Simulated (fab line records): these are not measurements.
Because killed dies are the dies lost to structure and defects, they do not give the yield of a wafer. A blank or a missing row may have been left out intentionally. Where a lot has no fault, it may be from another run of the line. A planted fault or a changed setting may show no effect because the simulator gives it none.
Commonality check across tools	flow berkeley_cmos170	Sample size 13 lots and 39 wafers

== WHY THIS WAS OPENED ==
At UCB170_GATE_THK_MEAS_05 the reading GATE_POLY_THK is flagged on 3 of 13 lots. Wafers without a fault read 213.1 nm, standard deviation 2.5.
Rule: flag the lot when none of its wafers has a number, or when each of its wafers that has one lies beyond 4 standard deviations from that mean. The rest of the lots are taken to be sound.

lot	measured	on	GATE_POLY_THK (nm), wafer by wafer	flag
L290	day 6 03:30	film_metro-03	212.2 211.4 211.1	
L291	day 6 03:38	film_metro-03	213.8 215.4 214.1	
L292	day 6 07:25	film_metro-02	213.7 214.5 214.1	
L293	day 6 11:14	film_metro-02	212.1 211.7 213.0	
L294	day 6 11:15	film_metro-03	210.9 211.8 211.3	
L295	day 7 14:40	film_metro-01	215.7 214.2 213.8	
L298	day 7 14:41	film_metro-02	215.6 214.9 214.2	
L297	day 7 14:41	film_metro-03	213.2 213.3 214.1	
L296	day 7 14:44	film_metro-01	214.4 214.7 214.9	
L300	day 7 21:51	film_metro-02	44.9 45.2 44.7	FLAGGED
L301	day 8 06:42	film_metro-01	47.9 45.6 47.5	FLAGGED
L302	day 8 06:44	film_metro-03	47.5 48.3 45.0	FLAGGED
L312	day 10 16:45	film_metro-03	209.0 211.2 209.1	
The numbers of the flagged lots are 46.3 nm on average: -166.8 nm against the usual, or -67 standard deviations.

== LOT BY LOT: THE TOOL USED ==
The record keeps 1 process step preceding the reading, out of 331 steps on the route. Each cell gives the tool, then ch followed by the chambers the sampled wafers passed through, then the start.
lot	flag	UCB170_GATE_CVD_04
L290		lpcvd-02 ch 0, day 6 01:24
L291		lpcvd-02 ch 1, day 6 01:24
L292		lpcvd-01 ch 0, day 6 06:01
L293		lpcvd-02 ch 1, day 6 09:08
L294		lpcvd-02 ch 0, day 6 09:08
L295		lpcvd-01 ch 1, day 7 13:16
L298		lpcvd-01 ch 0, day 7 13:16
L297		lpcvd-01 ch 0, day 7 13:16
L296		lpcvd-01 ch 1, day 7 13:16
L300	FLAGGED	lpcvd-01 ch 0, day 7 20:27
L301	FLAGGED	lpcvd-01 ch 1, day 8 05:17
L302	FLAGGED	lpcvd-01 ch 0, day 8 05:17
L312		lpcvd-02 ch 0, day 10 14:39
What these steps do:
- UCB170_GATE_CVD_04: deposits poly-Si from SiH4, time 1440 s, target thk 214 nm.
- UCB170_GATE_THK_MEAS_05

== FLAGGED OVER TOTAL, TOOL BY TOOL (the gauges that took the reading come last) ==
step	tool	lots run	flagged	share of the flagged lots	sound lots run after its first flagged lot
UCB170_GATE_CVD_04	lpcvd-01	8	3	all	0
UCB170_GATE_CVD_04	lpcvd-02	5	0	none	-
UCB170_GATE_THK_MEAS_05	film_metro-01	3	1	some	0
UCB170_GATE_THK_MEAS_05	film_metro-02	4	1	some	0
UCB170_GATE_THK_MEAS_05	film_metro-03	6	1	some	1 (L312)

== WHAT THE TABLE PERMITS ==
In the table, 1 row covers all flagged lots: lpcvd-01 at UCB170_GATE_CVD_04.
- lpcvd-01 at UCB170_GATE_CVD_04 ran 8 lots, 3 of them flagged. Its last sound lot is L295 (day 7 13:16), its first flagged lot L300 (day 7 20:27): a fault that began between those two fits. Its own readings (spike_tc_centre_C, spike_tc_load_C, spike_tc_source_C, susceptor_temp_C) fall more than 4 standard deviations out on all wafers of the flagged lots.
One tool is left: lpcvd-01 at UCB170_GATE_CVD_04.

== WHAT THE SIMULATOR PUT IN ==
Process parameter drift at UCB170_GATE_CVD_04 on lpcvd-01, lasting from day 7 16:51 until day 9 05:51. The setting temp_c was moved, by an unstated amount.
Struck lots among those shown: L300, L301, L302. Same finding as the rule above.
